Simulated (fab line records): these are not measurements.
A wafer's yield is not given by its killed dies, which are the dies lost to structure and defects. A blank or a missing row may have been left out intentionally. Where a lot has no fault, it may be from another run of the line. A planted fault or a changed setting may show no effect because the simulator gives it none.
The tool behind it: which one? | flow berkeley cmos170 | 14 lots with 42 wafers sampled at 4 steps, on a route of 331 steps

== WHAT THE GAUGES SHOWED, per wafer ==
UCB170_M1_RS_MEAS_01: a four-point-probe measurement.
lot  | measured     | on            | M1_AL_RS (ohm/sq)
L834 | day 6 20:59  | film metro-01 | 0.0484 0.0477 0.0485
L835 | day 7 10:47  | film metro-01 | 0.0484 0.0485 0.0486
L842 | day 8 12:35  | film metro-04 | 0.0483 0.0488 0.0482
L845 | day 9 04:30  | film metro-01 | 0.0494 0.0486 0.0491
L847 | day 9 15:20  | film metro-01 | 0.0481 0.0477 0.0481
L848 | day 10 06:43 | film metro-03 | 0.0480 0.0482 0.0482
L849 | day 10 15:19 | film metro-03 | 0.0483 0.0491 0.0485
L852 | day 10 18:37 | film metro-03 | 0.0493 0.0489 0.0491
L853 | day 11 03:35 | film metro-01 | 0.0484 0.0480 0.0487
L854 | day 11 03:56 | film metro-01 | 0.0488 0.0486 0.0486
L855 | day 11 15:07 | film metro-03 | 0.0494 0.0489 0.0490
L856 | day 12 04:40 | film metro-04 | 0.0483 0.0481 0.0475

== EACH LOT AND THE TOOL THAT RAN IT (in order: tool; ch and the chambers of the sampled wafers; start) ==
lot  | UCB170_START_OXIDATION_02    | UCB170_NLDD_STRIP_10                 | UCB170_SDANNEAL_RTA_00
L834 | furnace-03 ch 0, day 1 16:30 | plasma asher-02 ch 0,1, day 6 05:53  | rtp anneal-02 ch 0, day 6 15:30
L835 | furnace-03 ch 0, day 1 23:36 | plasma asher-03 ch 0,1, day 6 19:34  | rtp anneal-02 ch 0, day 7 04:03
L837 | furnace-03, day 2 09:16      | -                                    | -
L838 | furnace-03, day 2 14:52      | -                                    | -
L842 | furnace-01 ch 0, day 3 09:16 | plasma asher-01 ch 0,1, day 7 19:40  | rtp anneal-02 ch 0, day 8 06:46
L845 | furnace-01 ch 0, day 4 00:37 | plasma asher-01 ch 0,1, day 8 11:32  | rtp anneal-02 ch 0, day 8 21:32
L847 | furnace-03 ch 0, day 4 10:41 | plasma asher-01 ch 0,1, day 8 22:42  | rtp anneal-02 ch 0, day 9 08:56
L848 | furnace-01 ch 0, day 4 15:12 | plasma asher-03 ch 0,1, day 9 13:05  | rtp anneal-02 ch 0, day 10 00:08
L849 | furnace-01 ch 0, day 4 20:12 | plasma asher-02 ch 0, day 9 21:52    | rtp anneal-01 ch 0, day 10 08:05
L852 | furnace-03 ch 0, day 5 10:47 | plasma asher-03 ch 0,1, day 10 01:54 | rtp anneal-02 ch 0, day 10 11:03
L853 | furnace-03 ch 0, day 5 17:28 | plasma asher-02 ch 1, day 10 10:20   | rtp anneal-01 ch 0, day 10 22:01
L854 | furnace-01 ch 0, day 5 21:53 | plasma asher-01 ch 0,1, day 10 10:35 | rtp anneal-02 ch 0, day 10 22:17
L855 | furnace-02 ch 0, day 6 03:17 | plasma asher-02 ch 0,1, day 10 20:18 | rtp anneal-01 ch 0, day 11 07:38
L856 | furnace-03 ch 0, day 6 08:35 | plasma asher-03 ch 0,1, day 11 14:15 | rtp anneal-01 ch 0, day 11 22:16
- UCB170_START_OXIDATION_02: target thk 20 nm, ox time 1800 s.
- UCB170_NLDD_STRIP_10: strips in O2.
- UCB170_SDANNEAL_RTA_00: time 10 s.

== WHAT THE TOOLS THEMSELVES READ (means of the sampled wafers that have a number; where no wafer has one, the mark that the record gives instead) ==
UCB170_START_OXIDATION_02.
lot  | tool       | ox temp c (C) | ox temp c max
L834 | furnace-03 | 950.1         | 953.8
L835 | furnace-03 | 950.0         | 953.8
L837 | furnace-03 | -             | -
L838 | furnace-03 | -             | -
L842 | furnace-01 | 950.3         | 955.9
L845 | furnace-01 | 950.3         | 955.5
L847 | furnace-03 | 949.9         | 953.5
L848 | furnace-01 | 949.8         | 955.7
L849 | furnace-01 | 949.8         | 955.1
L852 | furnace-03 | 949.7         | 953.4
L853 | furnace-03 | 950.5         | 953.9
L854 | furnace-01 | 949.4         | 955.5
L855 | furnace-02 | 950.1         | 955.1
L856 | furnace-03 | 950.0         | 953.7

UCB170_NLDD_STRIP_10.
lot  | tool            | drypump motor current A (A) | oes product au (a.u.) | strip time to endpoint s (s)
L834 | plasma asher-02 | 6.0                         | 0.735                 | 21.61
L835 | plasma asher-03 | 5.6                         | 0.735                 | 21.70
L842 | plasma asher-01 | 6.1                         | 0.735                 | 21.64
L845 | plasma asher-01 | 5.7                         | 0.734                 | 21.66
L847 | plasma asher-01 | 6.1                         | 0.730                 | 21.73
L848 | plasma asher-03 | 5.6                         | 0.735                 | 21.61
L849 | plasma asher-02 | 6.3                         | 0.730                 | 21.61
L852 | plasma asher-03 | 5.6                         | 0.733                 | 21.55
L853 | plasma asher-02 | 5.8                         | 0.733                 | 21.60
L854 | plasma asher-01 | 6.2                         | 0.737                 | 21.68
L855 | plasma asher-02 | 6.0                         | 0.735                 | 21.67
L856 | plasma asher-03 | 5.6                         | 0.735                 | 21.61

UCB170_SDANNEAL_RTA_00.
lot  | tool          | chamber o2 ppm | lamp power pct (%) | wafer_temp_C_max
L834 | rtp anneal-02 | 2.009          | 22.9               | 908.1
L835 | rtp anneal-02 | 2.008          | 22.9               | 905.8
L842 | rtp anneal-02 | 2.040          | 22.9               | 906.2
L845 | rtp anneal-02 | 1.991          | 22.9               | 907.7
L847 | rtp anneal-02 | 2.033          | 22.9               | 908.1
L848 | rtp anneal-02 | 1.986          | 22.9               | 906.2
L849 | rtp anneal-01 | 1.984          | 21.6               | 901.7
L852 | rtp anneal-02 | 2.010          | 22.9               | 906.3
L853 | rtp anneal-01 | 1.974          | 21.6               | 902.5
L854 | rtp anneal-02 | 2.000          | 22.9               | 906.6
L855 | rtp anneal-01 | 1.996          | 21.5               | 902.5
L856 | rtp anneal-01 | 2.003          | 21.6               | 902.9

== THE ANSWER, worked out from the rows above alone ==
Rule: usual is defined by the lots themselves. The widest of any qualifying gaps counts: lots, ordered by their means at a reading, are off when they make up no more than a third of the lots, leave a main group of 4 or more, and stand apart from it by 3 or more times the standard deviation of that group's means. The tables above print the reading to a certain number of digits; a main group whose means all agree to those digits is not used. Also off: a lot with no number at a reading for which 4 or more lots have one. Any other lot the step has rows for is counted as sound. The gauges are gone through in route order, then the tools' own readings, and for those a lot's mean is taken as printed above. The first step at which some lot is off is used, and at that step the reading that is off furthest; a lot without a number counts as furthest.
Off: L837, L838 (UCB170_START_OXIDATION_02, ox temp c). Without a number there: L837, L838. For the main group the mean is 950.0 C and the standard deviation 0.29.
If a tool, at that step or one of the process steps before it, ran each lot that is off and ran no sound lot following the first of them, it fits. Of those tried, none fits.

== WHAT WAS PUT IN BY THE SIMULATOR ==
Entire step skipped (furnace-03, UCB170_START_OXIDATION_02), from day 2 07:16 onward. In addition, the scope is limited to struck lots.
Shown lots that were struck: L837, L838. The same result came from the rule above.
